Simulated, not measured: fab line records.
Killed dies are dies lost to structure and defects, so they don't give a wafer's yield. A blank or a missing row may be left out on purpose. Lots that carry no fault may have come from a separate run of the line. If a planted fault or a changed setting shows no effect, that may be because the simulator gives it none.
What tool caused it? + flow rit-cmos + 7 lots with 21 wafers sampled at 2 steps, on a route of 202 steps

== WHAT THE GAUGES READ, wafer by wafer ==
RIT_SDANNEAL_RS_MEAS_04: uses a four-point probe to measure.
| lot  | measured    | on            | PSD_RS (ohm/sq)                     |
|------|-------------|---------------|-------------------------------------|
| L724 | day 3 10:40 | film-metro-01 | 116.4 116.3 116.4                   |
| L726 | day 3 19:16 | film-metro-04 | 116.7 116.5 116.6                   |
| L728 | day 4 03:17 | film-metro-04 | 116.1 116.7 116.7                   |
| L730 | day 4 17:46 | film-metro-04 | 116.4 116.4 116.2                   |
| L734 | day 5 10:00 | film-metro-03 | 165.6 166.1 166.2 166.0 166.1 166.4 |
| L738 | day 6 09:28 | film-metro-04 | 166.1 165.8 166.0 166.1 166.2 166.1 |
| L743 | day 7 14:49 | film-metro-03 | 116.2 116.1 116.3                   |

== EACH LOT AND THE TOOL THAT RAN IT (in order: tool; ch and the chambers of the sampled wafers; start) ==
| lot  | RIT_SDANNEAL_RTA_03             |
|------|---------------------------------|
| L724 | rtp-anneal-01 ch 0, day 3 10:37 |
| L726 | rtp-anneal-01 ch 0, day 3 19:12 |
| L728 | rtp-anneal-01 ch 0, day 4 03:13 |
| L730 | rtp-anneal-01 ch 0, day 4 17:42 |
| L734 | rtp-anneal-02 ch 0, day 5 09:56 |
| L738 | rtp-anneal-02 ch 0, day 6 09:25 |
| L743 | rtp-anneal-01 ch 0, day 7 14:46 |
- RIT_SDANNEAL_RTA_03: time 4.891 s.

== THE ANSWER, worked out from the rows above alone ==
Rule: usual is defined by the lots themselves. Put in order of their means at a reading, lots are off if they are a third of the lots or fewer, leave a main group of 4 or more, and stand apart from it by a gap of 3 or more times the standard deviation of the main group's means; of several such gaps the widest counts. The tables above print the reading to a certain number of digits; a main group whose means all agree to those digits is not used. Also off: a lot with no number at a reading for which 4 or more lots have one. Any other lot the step has rows for is counted as sound.
Off: L734, L738, at RIT_SDANNEAL_RS_MEAS_04 (PSD_RS). The main group: mean 116.4 ohm/sq, standard deviation 0.14.
A tool fits if, at a process step before that reading, it ran every lot that is off, and no sound lot after the first of them. Those tools and the gauges at RIT_SDANNEAL_RS_MEAS_04 are tried in the same way. One candidate fits, namely rtp-anneal-02 at RIT_SDANNEAL_RTA_03. It ran no sound lot before its first lot that is off in this sample, so the start can't be narrowed down.

== WHAT THE SIMULATOR HAD PUT IN ==
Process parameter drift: rtp-anneal-02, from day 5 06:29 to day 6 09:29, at RIT_SDANNEAL_RTA_03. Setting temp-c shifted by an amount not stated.
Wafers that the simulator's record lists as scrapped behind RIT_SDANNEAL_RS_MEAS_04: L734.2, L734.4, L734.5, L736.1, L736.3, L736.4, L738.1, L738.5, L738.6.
Lots struck among those shown: L734, L738. This agrees with what the rule above found.
